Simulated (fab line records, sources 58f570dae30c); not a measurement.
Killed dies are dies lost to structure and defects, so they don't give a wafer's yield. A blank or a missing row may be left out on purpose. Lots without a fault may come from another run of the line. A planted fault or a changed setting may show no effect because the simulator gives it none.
fab line records | flow berkeley_cmos170 | part 1 of 2: steps 1 to 39 of 43
record lots=6 wafers=18 last_day=13
route steps=331 shown CONTACT@226 M1@238 V1@254 M3@331
lots that met no fault: from a run of the same line without faults
start_h: hours from the record's first day to the start of the lot's first wafer shown | wait_h: hours since the lot's step before | " the same as in the row above | L1.1+2: a row that stands for several wafers | - no value, or no start given | * or withheld: withheld | < > ~ a bound
route shown NAME@n: a module of which the file shows steps, and the number in the route of the first | usual: mean/standard deviation of fault-free wafers | same: alike in all rows | chamber/n: place in a boat | sites: the reading at each site | _std_site: their standard deviation | _edge_site: outer sites' mean less inner sites' | radius_mm: how far each site lies from the wafer's centre | mask NAME#n: copy n | behind: the tool/chamber that last shaped the wafer | hold: why the lot was held/for how many hours/how that ended | device: the transistor (n, p or np) that didn't switch | end of line: the same wafers' tests at the end of the route | a step without rows: its recipe alone | killed: dies lost to structure and defects at the first sort, not the wafer's yield | map: a wafer's dies, x killed, . not, _ none there
set.NAME: the setting as run; set.NAME@STEP: as run at that earlier step | model.NAME: the simulator's own value behind a step, which no gauge read
lots at some steps of the route; a table a step, a row a wafer
services: from which hour (start_h, from the record's first day; less than 0 if before it) a tool's chamber was out of use, for how many hours, and why
## steps
# step UCB170_CONTACT_COAT_10
# recipe resist=KrF spin_rpm=1500 resist_thk_nm=900
# step UCB170_CONTACT_SOFTBAKE_11
# recipe resist=KrF temp_c=130 time_s=60
# step UCB170_CONTACT_EXPOSE_12
# recipe mask_id=CONT target_cd_nm=700 na=0.5 sigma_outer=0.6 source_shape=conventional dose_mj=34.56
# step UCB170_CONTACT_PEB_13
# recipe peb_temp_c=130 peb_time_s=withheld resist=KrF
# step UCB170_CONTACT_DEVELOP_14
# recipe developer=TMAH develop_time_s=45 resist=KrF dev_temp_c=21
# step UCB170_CONTACT_CD_MEAS_15
# recipe target_cd_nm=700
# usual cd_nm=699.9/1.1
# columns lot.wafer tool chamber start_h wait_h cd_nm
L966.1 cd_sem-01 - 166.55 - 700.6
L966.2 " - " " 702.2
L966.4 " - " " 701.9
L972.1 cd_sem-01 - 195.18 - 699.3
L972.3 " - " " 700.3
L972.4 " - " " 699.0
L980.2 cd_sem-02 - 243.40 - 700.9
L980.4 " - " " 701.2
L980.5 " - " " 699.8
L984.4 cd_sem-02 - 251.90 - 701.3
L984.5 " - " " 700.1
L984.6 " - " " 699.8
L986.4 cd_sem-02 - 258.55 - 699.0
L986.5 " - " " 700.7
L986.6 " - " " 700.2
L989.1 cd_sem-02 - 285.82 - 699.3
L989.3 " - " " 698.6
L989.6 " - " " 699.4
# step UCB170_CONTACT_OVL_MEAS_16
# usual CONTACT_OVL=-2/7.2
# columns lot.wafer tool chamber start_h wait_h CONTACT_OVL[nm]
L966.1 overlay-02 - 166.67 0.1 14
L966.2 " - " " -1
L966.4 " - " " 1
L972.1 overlay-02 - 195.30 0.1 0
L972.3 " - " " -3
L972.4 " - " " -1
L980.2 overlay-01 - 243.50 0.1 13
L980.4 " - " " 7
L980.5 " - " " -2
L984.4 overlay-01 - 251.98 0.1 -19
L984.5 " - " " -13
L984.6 " - " " -11
L986.4 overlay-02 - 258.63 0.1 -7
L986.5 " - " " -8
L986.6 " - " " -7
L989.1 overlay-01 - 285.94 0.1 -4
L989.3 " - " " -3
L989.6 " - " " -6
# step UCB170_CONTACT_ETCH_17
# recipe chemistry=N2/H2 target_depth_a=withheld overetch_a=withheld target=BARC time_s=withheld source_w=500 bias_w=100 pressure_mtorr=30 n2_flow_sccm=100 h2_flow_sccm=200
# usual drypump_motor_current_A=5.7/0.48 h2_flow_sccm=200.1/0.64 oes_product_au=0.991/0.015 throttle_valve_pct=13.38/0.2
# columns lot.wafer tool chamber start_h wait_h drypump_motor_current_A h2_flow_sccm oes_product_au throttle_valve_pct
L966.1 rie_diel-02 0 166.71 0.0 6.7 199.5 0.996 13.11
L966.2 " 2 " " 5.1 199.8 0.984 13.66
L966.4 " 3 " " 6.0 200.5 0.992 13.45
L972.1 rie_diel-01 0 195.34 0.0 4.9 200.8 0.989 13.59
L972.3 " 3 " " 5.8 200.4 0.978 13.69
L972.4 " 2 " " 5.9 200.1 0.983 13.49
L980.2 rie_diel-01 2 243.53 0.0 5.9 200.7 0.987 13.49
L980.4 " 3 " " 5.8 200.2 0.970 13.72
L980.5 " 0 " " 4.9 201.2 0.990 13.59
L984.4 rie_diel-04 3 251.99 0.0 5.6 199.6 0.996 13.46
L984.5 " 3 " " 5.6 200.2 1.012 13.48
L984.6 " 2 " " 5.2 199.9 0.991 13.28
L986.4 rie_diel-02 1 258.65 0.0 5.6 200.3 0.990 13.16
L986.5 " 1 " " 5.5 200.4 0.983 13.16
L986.6 " 2 " " 5.1 199.9 0.980 13.67
L989.1 rie_diel-02 0 285.98 0.0 6.7 199.4 0.979 13.10
L989.3 " 3 " " 6.0 200.0 0.995 13.46
L989.6 " 3 " " 6.0 200.2 0.989 13.47
# step UCB170_CONTACT_ETCH_18
# recipe chemistry=CHF3/CF4/Ar target=PSG stop_on=TiSi2 CHF3_flow_sccm=45 cf4_flow_sccm=15 Ar_flow_sccm=150 pressure_mtorr=200 rf_w=700 target_depth_a=8400 over_etch_frac=0.2 time_s=195
# step UCB170_CONTACT_STRIP_19
# recipe chemistry=O2 power_w=400 pressure_mtorr=3500 platen_temp_c=withheld o2_flow_sccm=400 overash_fraction=0.5
# step UCB170_CONTACT_CD_MEAS_90
# recipe target_cd_nm=700
# usual cd_nm=699.7/1.3
# columns lot.wafer tool chamber start_h wait_h cd_nm
L966.1 cd_sem-02 - 166.97 0.1 700.0
L966.2 " - " " 701.6
L966.4 " - " " 702.7
L972.1 cd_sem-02 - 195.61 0.1 699.2
L972.3 " - " " 700.6
L972.4 " - " " 698.6
L980.2 cd_sem-01 - 243.85 0.1 700.9
L980.4 " - " " 700.9
L980.5 " - " " 699.7
L984.4 cd_sem-01 - 252.32 0.1 701.5
L984.5 " - " " 699.8
L984.6 " - " " 699.0
L986.4 cd_sem-02 - 258.98 0.1 697.4
L986.5 " - " " 699.8
L986.6 " - " " 699.1
L989.1 cd_sem-01 - 286.25 0.1 698.6
L989.3 " - " " 698.0
L989.6 " - " " 698.3
# step UCB170_CONTACT_CLEAN_20
# recipe chemistry=SPM temp_c=120 time_s=600
# step UCB170_M1_SPUTTER_00
# recipe material=Al target_thk_nm=600 time_s=80 power_w=6000 chamber_pressure_pa=0.5
# usual chamber_pressure_pa=0.5002/0.0012 throttle_valve_pct=29.4/0.87
# columns lot.wafer tool chamber start_h wait_h chamber_pressure_pa throttle_valve_pct model.Al_of_M1_SPUTTER_00.thk_nm
L966.1 pvd_sputter-04 - 167.28 0.0 0.5022 30.1 598.2
L966.2 " - " " 0.5001 29.1 602.7
L966.4 " - " " 0.5000 30.2 596.2
L972.1 pvd_sputter-01 - 195.90 0.0 0.4992 28.0 600.6
L972.3 " - " " 0.4984 29.1 595.4
L972.4 " - " " 0.5008 29.3 594
L980.2 pvd_sputter-04 - 244.21 0.0 0.4982 30.2 607
L980.4 " - " " 0.5022 30.3 565.4
L980.5 " - " " 0.5015 30.0 571.2
L984.4 pvd_sputter-04 - 252.63 0.0 0.5025 30.4 593.8
L984.5 " - " " 0.4997 30.3 558.9
L984.6 " - " " 0.4986 29.3 597.6
L986.4 pvd_sputter-01 - 259.23 0.0 0.4990 29.0 592
L986.5 " - " " 0.5008 29.4 593.7
L986.6 " - " " 0.5006 28.1 594.8
L989.1 pvd_sputter-02 - 286.58 0.0 0.4995 28.9 596.4
L989.3 " - " " 0.5012 30.3 596.9
L989.6 " - " " 0.4999 30.8 594.2
# step UCB170_M1_RS_MEAS_01
# recipe thk_meas_gauge=four-point-probe reads=Al_of_M1_SPUTTER_00
# usual M1_AL_RS=0.0485/0.00048
# columns lot.wafer tool chamber start_h wait_h hold M1_AL_RS[ohm/sq]
L966.1 film_metro-02 - 167.35 0.0 - 0.0486
L966.2 " - " " - 0.0483
L966.4 " - " " - 0.0487
L972.1 film_metro-03 - 195.96 0.0 - 0.0484
L972.3 " - " " - 0.0489
L972.4 " - " " - 0.0490
L980.2 film_metro-03 - 244.29 0.1 await_dispo/0.2h/release 0.0479
L980.4 " - " " await_dispo/0.2h/release 0.0514
L980.5 " - " " await_dispo/0.2h/release 0.0510
L980.2 film_metro-03 - 244.58 0.3 - 0.0479
L980.4 " - " " - 0.0515
L980.5 " - " " - 0.0509
L984.4 film_metro-03 - 252.75 0.1 await_dispo/0.2h/release 0.0490
L984.5 " - " " await_dispo/0.2h/release 0.0520
L984.6 " - " " await_dispo/0.2h/release 0.0485
L984.4 film_metro-03 - 253.04 0.3 - 0.0490
L984.5 " - " " - 0.0522
L984.6 " - " " - 0.0487
L986.4 film_metro-02 - 259.35 0.1 - 0.0491
L986.5 " - " " - 0.0490
L986.6 " - " " - 0.0490
L989.1 film_metro-02 - 286.64 0.0 - 0.0488
L989.3 " - " " - 0.0487
L989.6 " - " " - 0.0490
# step UCB170_M1_THK_MEAS_02
# recipe thk_meas_gauge=xrf reads=Al_of_M1_SPUTTER_00
# usual M1_AL_THK=603/6
# columns lot.wafer tool chamber start_h wait_h hold M1_AL_THK[nm]
L966.1 film_metro-02 - 167.47 0.1 - 595
L966.2 " - " " - 598
L966.4 " - " " - 594
L972.1 film_metro-03 - 196.08 0.1 - 606
L972.3 " - " " - 601
L972.4 " - " " - 598
L980.2 film_metro-03 - 246.89 2.3 await_dispo/0.2h/release 615
L980.4 " - " " await_dispo/0.2h/release 567
L980.5 " - " " await_dispo/0.2h/release 575
L980.2 film_metro-03 - 247.13 0.2 - 613
L980.4 " - " " - 569
L980.5 " - " " - 577
L984.4 film_metro-03 - 254.79 1.7 await_dispo/0.2h/release 600
L984.5 " - " " await_dispo/0.2h/release 562
L984.6 " - " " await_dispo/0.2h/release 602
L984.4 film_metro-03 - 255.02 0.2 - 597
L984.5 " - " " - 561
L984.6 " - " " - 601
L986.4 film_metro-02 - 259.44 0.1 - 592
L986.5 " - " " - 594
L986.6 " - " " - 595
L989.1 film_metro-02 - 286.76 0.1 - 597
L989.3 " - " " - 597
L989.6 " - " " - 596
# step UCB170_M1_COAT_04
# recipe resist=KrF spin_rpm=1500 resist_thk_nm=900
# step UCB170_M1_SOFTBAKE_05
# recipe resist=KrF temp_c=130 time_s=60
# step UCB170_M1_EXPOSE_06
# recipe mask_id=METAL1 target_cd_nm=700 na=0.5 sigma_outer=0.6 source_shape=conventional dose_mj=21
# step UCB170_M1_PEB_07
# recipe peb_temp_c=130 peb_time_s=withheld resist=KrF
# step UCB170_M1_DEVELOP_08
# recipe developer=TMAH develop_time_s=45 resist=KrF dev_temp_c=21
# step UCB170_M1_CD_MEAS_09
# recipe target_cd_nm=700
# usual cd_nm=700.9/1.4
# columns lot.wafer tool chamber start_h wait_h cd_nm
L966.1 cd_sem-02 - 168.49 - 702.6
L966.2 " - " " 703.3
L966.4 " - " " 703.5
L972.1 cd_sem-01 - 197.58 - 701.3
L972.3 " - " " 700.9
L972.4 " - " " 699.2
L980.2 cd_sem-01 - 252.12 - 698.4
L980.4 " - " " 698.5
L980.5 " - " " 698.6
L986.4 cd_sem-02 - 261.46 - 699.3
L986.5 " - " " 700.9
L986.6 " - " " 700.5
L984.4 cd_sem-02 - 264.36 - 700.4
L984.5 " - " " 700.6
L984.6 " - " " 701.2
L989.1 cd_sem-02 - 287.97 - 703.5
L989.3 " - " " 704.0
L989.6 " - " " 701.3
# step UCB170_M1_OVL_MEAS_10
# usual M1_OVL=1/5
# columns lot.wafer tool chamber start_h wait_h M1_OVL[nm]
L966.1 overlay-02 - 168.61 0.1 4
L966.2 " - " " -3
L966.4 " - " " 3
L972.1 overlay-01 - 197.70 0.1 -2
L972.3 " - " " 10
L972.4 " - " " 10
L980.2 overlay-01 - 252.27 0.1 6
L980.4 " - " " 15
L980.5 " - " " 8
L986.4 overlay-01 - 261.54 0.1 -1
L986.5 " - " " -2
L986.6 " - " " 2
L984.4 overlay-01 - 264.44 0.1 12
L984.5 " - " " -1
L984.6 " - " " 3
L989.1 overlay-01 - 288.09 0.1 2
L989.3 " - " " -4
L989.6 " - " " 2
# step UCB170_M1_ETCH_11
# recipe chemistry=N2/H2 target_depth_a=withheld overetch_a=withheld target=BARC time_s=withheld source_w=500 bias_w=100 pressure_mtorr=30 n2_flow_sccm=100 h2_flow_sccm=200
# step UCB170_M1_METAL_ETCH_12
# recipe chemistry=Cl2/BCl3 target=Al stop_on=PSG pressure_mtorr=12 target_depth_a=7800 over_etch_frac=0.3 time_s=133.5 icp_w=600 bias_w=120 Cl2_flow_sccm=90 bcl3_flow_sccm=45
# usual bcl3_flow_sccm=45.03/0.14 drypump_motor_current_A=5.4/0.4 he_backside_leak_sccm=3.32/0.22 oes_product_au=0.860/0.018 throttle_valve_pct=24.25/0.13
# columns lot.wafer tool chamber start_h wait_h bcl3_flow_sccm drypump_motor_current_A he_backside_leak_sccm oes_product_au rf_hours_counter_h throttle_valve_pct
L966.1 rie_metal-04 1 168.69 - 44.92 5.4 3.41 0.867 8 24.40
L966.2 " 0 " " 45.00 5.2 3.36 0.879 9 24.37
L966.4 " 1 " " 45.08 5.4 3.38 0.868 - 24.39
L972.1 rie_metal-01 1 197.77 - 45.07 6.1 3.23 0.845 10 24.23
L972.3 " 1 " " 45.11 6.1 3.24 0.845 - 24.21
L972.4 " 0 " " 44.84 6.0 3.67 0.867 - 24.31
L980.2 rie_metal-01 0 252.48 - 44.97 5.9 3.53 0.874 11 24.30
L980.4 " 1 " " 45.33 6.1 3.13 0.825 - 24.25
L980.5 " 0 " " 45.04 5.9 3.60 0.850 - 24.31
L986.4 rie_metal-01 0 261.73 - 44.84 5.9 3.66 0.862 - 24.30
L986.5 " 0 " " 44.94 5.9 3.59 0.859 - 24.31
L986.6 " 0 " " 44.96 5.9 3.74 0.862 - 24.29
L984.4 rie_metal-02 0 264.54 - 45.07 5.0 3.33 0.830 - 24.03
L984.5 " 1 " " 44.91 5.1 2.97 0.832 - 24.30
L984.6 " 0 " " 45.08 5.0 3.49 0.840 - 24.03
L989.1 rie_metal-02 0 288.16 - 44.96 5.0 3.45 0.829 10 24.03
L989.3 " 1 " " 44.79 5.2 3.08 0.857 - 24.29
L989.6 " 0 " " 44.91 5.0 3.63 0.831 - 24.04
# step UCB170_M1_STRIP_13
# recipe chemistry=O2 power_w=400 pressure_mtorr=3500 platen_temp_c=withheld o2_flow_sccm=400 overash_fraction=0.5
# usual drypump_motor_current_A=5.8/0.34 oes_product_au=0.720/0.0045
# same overash_fraction=0.5
# columns lot.wafer tool chamber start_h wait_h drypump_motor_current_A oes_product_au rf_hours_counter_h
L966.1 plasma_asher-04 0 168.82 0.1 5.2 0.715 45
L966.2 " 1 " " 6.1 0.721 45
L966.4 " 0 " " 5.2 0.721 -
L972.1 plasma_asher-02 1 197.91 0.1 5.4 0.718 28
L972.3 " 1 " " 5.5 0.722 -
L972.4 " 0 " " 5.7 0.718 -
L980.2 plasma_asher-02 1 252.61 0.1 5.5 0.723 33
L980.4 " 0 " " 5.7 0.720 -
L980.5 " 0 " " 5.7 0.717 -
L986.4 plasma_asher-02 0 261.90 0.1 5.7 0.722 -
L986.5 " 0 " " 5.7 0.720 -
L986.6 " 1 " " 5.4 0.722 -
L984.4 plasma_asher-03 0 264.67 0.1 5.9 0.719 -
L984.5 " 1 " " 6.3 0.712 -
L984.6 " 0 " " 5.9 0.725 -
L989.1 plasma_asher-04 1 288.30 0.1 6.1 0.724 58
L989.3 " 1 " " 6.1 0.719 -
L989.6 " 1 " " 6.1 0.720 -
# step UCB170_M1_CD_MEAS_90
# recipe target_cd_nm=700
# usual cd_nm=700.3/2.1
# columns lot.wafer tool chamber start_h wait_h cd_nm
L966.1 cd_sem-01 - 168.92 0.1 704.7
L966.2 " - " " 703.3
L966.4 " - " " 706.9
L972.1 cd_sem-02 - 198.01 0.1 700.3
L972.3 " - " " 697.7
L972.4 " - " " 699.2
L980.2 cd_sem-01 - 252.95 0.3 700.8
L980.4 " - " " 700.0
L980.5 " - " " 701.7
L986.4 cd_sem-02 - 262.02 0.1 700.7
L986.5 " - " " 701.0
L986.6 " - " " 703.5
L984.4 cd_sem-02 - 264.87 0.2 698.5
L984.5 " - " " 699.6
L984.6 " - " " 698.0
L989.1 cd_sem-02 - 288.40 0.1 699.4
L989.3 " - " " 701.6
L989.6 " - " " 697.2
# step UCB170_M1_ANNEAL_14
# recipe temp_c=400 time_s=1200 ambient=forming_gas
# step UCB170_V1_CVD_00
# recipe material=SiO2 target_thk_nm=2000 temp_c=390 precursor=TEOS/O2 time_s=250 rf_w=550 pressure_mtorr=9000
# usual heater_power_w=246/48
# columns lot.wafer tool chamber start_h wait_h heater_power_w
L966.1 pecvd-02 1 170.38 0.0 249
L966.2 " 0 " " 183
L966.4 " 1 " " 314
L972.1 pecvd-01 2 200.08 0.0 288
L972.3 " 1 " " 276
L972.4 " 1 " " 201
L980.2 pecvd-02 1 255.81 0.2 306
L980.4 " 1 " " 228
L980.5 " 1 " " 303
L986.4 pecvd-02 2 263.96 0.1 258
L986.5 " 1 " " 229
L986.6 " 0 " " 162
L984.4 pecvd-03 0 266.34 0.1 174
L984.5 " 2 " " 198
L984.6 " 1 " " 268
L989.1 pecvd-01 1 290.58 0.0 259
L989.3 " 2 " " 247
L989.6 " 0 " " 230
# step UCB170_V1_THK_MEAS_01
# recipe reads=SiO2_of_V1_CVD_00
# usual V1_TEOS_THK=1998/24
# columns lot.wafer tool chamber start_h wait_h V1_TEOS_THK[nm]
L966.1 film_metro-02 - 170.53 0.1 1964
L966.2 " - " " 1979
L966.4 " - " " 2002
L972.1 film_metro-04 - 200.23 0.1 1997
L972.3 " - " " 1968
L972.4 " - " " 1986
L980.2 film_metro-04 - 256.06 0.2 1979
L980.4 " - " " 2037
L980.5 " - " " 1994
L986.4 film_metro-04 - 264.07 0.0 2032
L986.5 " - " " 2011
L986.6 " - " " 1988
L984.4 film_metro-04 - 266.45 0.0 2049
L984.5 " - " " 2003
L984.6 " - " " 2027
L989.1 film_metro-02 - 290.74 0.1 1989
L989.3 " - " " 2005
L989.6 " - " " 2007
# step UCB170_V1_CMP_02
# recipe material=SiO2 down_force_psi=6 platen_rpm=60 pad_velocity_m_s=0.75398
# usual motor_current_A=16.8/1.6 slurry_flow_ml_min=149.9/0.46
# columns lot.wafer tool chamber start_h wait_h motor_current_A slurry_flow_ml_min
L966.1 cmp-01 2 170.59 0.1 15.0 150.5
L966.2 " 3 " " 18.9 150.6
L966.4 " 0 " " 14.1 149.9
L972.4 cmp-01 1 200.29 0.0 15.9 150.3
L972.3 " 3 " " 19.1 149.9
L972.1 " 0 " " 14.0 149.1
L980.4 cmp-02 2 256.17 0.1 17.5 150.2
L980.2 " 0 " " 17.5 150.0
L980.5 " 2 " " 18.1 149.2
L986.4 cmp-02 3 264.15 0.1 18.5 150.6
L986.6 " 2 " " 18.0 150.1
L986.5 " 3 " " 18.4 150.2
L984.4 cmp-02 1 266.48 0.0 16.2 149.5
L984.5 " 1 " " 15.6 150.0
L984.6 " 2 " " 18.8 150.3
L989.3 cmp-02 1 290.80 0.0 17.4 149.8
L989.1 " 2 " " 18.7 149.1
L989.6 " 2 " " 18.2 149.4
# step UCB170_V1_BOW_MEAS_03
# recipe mode=bow
# usual V1_BOW=17/6.8
# columns lot.wafer tool chamber start_h wait_h V1_BOW[um]
L966.1 film_metro-04 - 170.89 0.2 11
L966.2 " - " " 14
L966.4 " - " " 7
L972.1 film_metro-04 - 200.59 0.1 6
L972.3 " - " " 9
L972.4 " - " " 29
L980.2 film_metro-01 - 256.62 0.3 23
L980.4 " - " " 25
L980.5 " - " " 25
L986.4 film_metro-02 - 264.46 0.3 17
L986.5 " - " " 19
L986.6 " - " " 22
L984.4 film_metro-02 - 266.96 0.4 11
L984.5 " - " " 14
L984.6 " - " " 17
L989.1 film_metro-01 - 291.10 0.2 14
L989.3 " - " " 18
L989.6 " - " " 2
# step UCB170_V1_THK_MEAS_04
# recipe reads=SiO2_of_V1_CVD_00
# usual V1_POLISHED_THK=1000.8/0.95
# columns lot.wafer tool chamber start_h wait_h V1_POLISHED_THK[nm]
L966.1 film_metro-04 - 171.01 0.1 1000.7
L966.2 " - " " 1001.4
L966.4 " - " " 1000.3
L972.1 film_metro-04 - 200.71 0.1 1001.7
L972.3 " - " " 1000.8
L972.4 " - " " 999.1
L980.2 film_metro-01 - 256.73 0.1 1000.9
L980.4 " - " " 1002.1
L980.5 " - " " 1001.4
L986.4 film_metro-02 - 264.55 0.1 1002.2
L986.5 " - " " 1001.1
L986.6 " - " " 1001.3
L984.4 film_metro-02 - 267.05 0.1 1001.1
L984.5 " - " " 1001.1
L984.6 " - " " 1001.2
L989.1 film_metro-01 - 291.22 0.1 1000.7
L989.3 " - " " 1000.5
L989.6 " - " " 1001.3
# step UCB170_V1_CLEAN_05
# recipe chemistry=DIW
# step UCB170_V1_HMDS_06
# recipe prime_time_s=60 prime_temp_c=100
# step UCB170_V1_COAT_07
# recipe resist=KrF spin_rpm=1500 resist_thk_nm=900
# step UCB170_V1_SOFTBAKE_08
# recipe resist=KrF temp_c=130 time_s=60
# step UCB170_V1_EXPOSE_09
# recipe mask_id=VIA1 target_cd_nm=700 na=0.5 sigma_outer=0.6 source_shape=conventional dose_mj=37
# step UCB170_V1_PEB_10
# recipe peb_temp_c=130 peb_time_s=withheld resist=KrF
# step UCB170_V1_DEVELOP_11
# recipe developer=TMAH develop_time_s=45 resist=KrF dev_temp_c=21
## key
first_sign step=UCB170_M1_RS_MEAS_01 reading=visit direction=added
effect step=UCB170_M1_RS_MEAS_01 reading=M1_AL_RS direction=up sigmas=6.3 usual=0.0485 struck=0.0515
effect step=UCB170_M1_THK_MEAS_02 reading=visit direction=added
effect step=UCB170_M1_THK_MEAS_02 reading=M1_AL_THK direction=down sigmas=5.9 usual=603 struck=568
model_effect step=UCB170_M1_SPUTTER_00 value=Al_of_M1_SPUTTER_00.thk_nm without=601.2 struck=565.2
model_effect step=UCB170_V1_ETCH_14 value=Al_of_M1_SPUTTER_00.thk_nm without=604.1 struck=568.1
met_at UCB170_M1_SPUTTER_00
struck_wafers L980.4,L980.5,L984.5
onset_between 167.28 244.21
fault kind=process_parameter_drift tool=pvd_sputter-04 chamber=- onset_h=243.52 steps=UCB170_M1_SPUTTER_00 channel=target_thk_nm offset=-36 shape=step end_h=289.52 acts_in=these_recipes_only stated=600 scope=struck_wafers_only
